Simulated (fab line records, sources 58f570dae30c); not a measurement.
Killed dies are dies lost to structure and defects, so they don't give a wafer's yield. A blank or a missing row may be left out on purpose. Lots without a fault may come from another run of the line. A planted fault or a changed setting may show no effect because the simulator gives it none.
Which tool did it? | flow berkeley_cmos170 | 14 lots, 42 wafers sampled, at 3 steps of a route of 331

WHAT THE GAUGES READ, wafer by wafer
UCB170_PWELL_TW_MEAS_17.
lot  | measured    | on            | PWELL_TW
L763 | day 3 09:51 | film_metro-02 | 380.8 381.7 381.4
L762 | day 3 10:55 | film_metro-02 | 382.0 378.8 381.0
L766 | day 4 00:14 | film_metro-03 | 384.2 383.9 384.0
L767 | day 4 00:28 | film_metro-04 | 378.1 377.2 379.0
L764 | day 4 00:45 | film_metro-02 | 381.0 380.3 381.1
L768 | day 4 05:20 | film_metro-04 | 377.1 379.7 377.3
L769 | day 4 14:42 | film_metro-04 | 378.4 378.1 379.1
L771 | day 5 00:30 | film_metro-02 | 383.3 382.3 382.9
L772 | day 5 06:29 | film_metro-03 | 383.4 382.3 381.5
L774 | day 5 11:00 | film_metro-02 | 382.5 382.9 381.9
L778 | day 6 16:24 | film_metro-02 | 404.5 406.5 404.9
L780 | day 7 14:05 | film_metro-04 | 403.9 405.7 403.8
L782 | day 7 19:22 | film_metro-04 | 379.2 377.0 376.7
L783 | day 7 19:37 | film_metro-03 | 383.1 384.8 382.2

UCB170_SPACER_THK_MEAS_01.
lot  | measured     | on            | SPACER_TEOS_THK (nm)
L763 | day 6 13:58  | film_metro-01 | 371 370 382
L762 | day 6 14:20  | film_metro-01 | 367 368 373
L766 | day 7 00:50  | film_metro-02 | 374 376 382
L767 | day 7 14:22  | film_metro-03 | 374 381 385
L764 | day 7 14:00  | film_metro-02 | 376 385 379
L768 | day 7 14:22  | film_metro-01 | 376 376 380
L769 | day 8 04:04  | film_metro-02 | 372 371 375
L771 | day 8 13:00  | film_metro-03 | 378 379 384
L772 | day 8 21:12  | film_metro-03 | 380 376 381
L774 | day 9 11:37  | film_metro-01 | 377 372 382
L778 | day 10 08:40 | film_metro-03 | 377 383 379
L780 | day 11 05:43 | film_metro-02 | 369 379 374
L782 | day 11 05:09 | film_metro-03 | 372 373 377
L783 | day 11 05:26 | film_metro-03 | 377 384 381

WHICH TOOL RAN EACH LOT (tool, then ch and the chambers of the sampled wafers, then the start)
lot  | UCB170_PWELL_IMPLANT_15
L763 | implanter-01 ch 0, day 3 09:37
L762 | implanter-04 ch 0, day 3 10:40
L766 | implanter-01 ch 0, day 4 00:01
L767 | implanter-04 ch 0, day 4 00:13
L764 | implanter-03 ch 0, day 4 00:31
L768 | implanter-04 ch 0, day 4 05:06
L769 | implanter-01 ch 0, day 4 14:28
L771 | implanter-04 ch 0, day 5 00:16
L772 | implanter-04 ch 0, day 5 06:14
L774 | implanter-04 ch 0, day 5 10:46
L778 | implanter-01 ch 0, day 6 16:10
L780 | implanter-01 ch 0, day 7 13:51
L782 | implanter-03 ch 0, day 7 19:10
L783 | implanter-04 ch 0, day 7 19:23
- UCB170_PWELL_IMPLANT_15

WHAT THE TOOLS THEMSELVES READ (means of the sampled wafers that have a number; where no wafer has one, the mark that the record gives instead)
UCB170_PWELL_IMPLANT_15.
lot  | tool         | dose_ions_cm2 | faraday_current_uA
L763 | implanter-01 | 5e+12         | 15.8
L762 | implanter-04 | 5e+12         | 16.0
L766 | implanter-01 | 5e+12         | 16.1
L767 | implanter-04 | 5e+12         | 15.7
L764 | implanter-03 | 5e+12         | 16.2
L768 | implanter-04 | 5e+12         | 15.5
L769 | implanter-01 | 5e+12         | 15.5
L771 | implanter-04 | 5e+12         | 16.1
L772 | implanter-04 | 5e+12         | 15.9
L774 | implanter-04 | 5e+12         | 15.4
L778 | implanter-01 | 6e+12         | 19.8
L780 | implanter-01 | 6e+12         | 19.6
L782 | implanter-03 | 5e+12         | 15.6
L783 | implanter-04 | 5e+12         | 15.8

THE ANSWER, worked out from the rows above alone
Rule: what is usual is taken from the lots themselves. Put in order of their means at a reading, lots are off if they are a third of the lots or fewer, leave a main group of 4 or more, and stand apart from it by a gap of 3 or more times the standard deviation of the main group's means; of several such gaps the widest counts. A main group whose means are all the same, to the digits that the tables above print for the reading, isn't used. A lot without any number at a reading at which 4 lots or more have one is off too. The other lots that the step has rows for count as sound. The gauges are gone through in route order, then the tools' own readings, and for those a lot's mean is taken as printed above. The first step at which some lot is off is used, and at that step the reading that is off furthest; a lot without a number counts as furthest.
Off: L778, L780, at UCB170_PWELL_TW_MEAS_17 (PWELL_TW). The main group: mean 380.8, standard deviation 2.2.
A tool fits if, at a process step before that reading, it ran every lot that is off, and no sound lot after the first of them. The gauges at UCB170_PWELL_TW_MEAS_17 aren't tried: what is off there is off at UCB170_PWELL_IMPLANT_15 too, on other tools, and a gauge's error can't cause that. One fits: implanter-01 at UCB170_PWELL_IMPLANT_15. Its last sound lot is L769 (day 4 14:28), its first lot that is off L778 (day 6 16:10): a fault that began between those two fits.
The tool's own readings at UCB170_PWELL_IMPLANT_15 bear it out: on the lots that are off they differ by more than 5 times the standard deviation of the sound lots' means. dose_ions_cm2 reads 6e+12 there against 5e+12 on the sound lots; faraday_current_uA reads 19.7 there against 15.8 on the sound lots.

WHAT THE SIMULATOR HAD PUT IN
Process parameter drift: implanter-01, from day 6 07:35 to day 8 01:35, at UCB170_PWELL_IMPLANT_15. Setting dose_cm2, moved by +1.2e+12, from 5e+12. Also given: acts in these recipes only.
Lots struck among those shown: L778, L780. The rule above found the same.
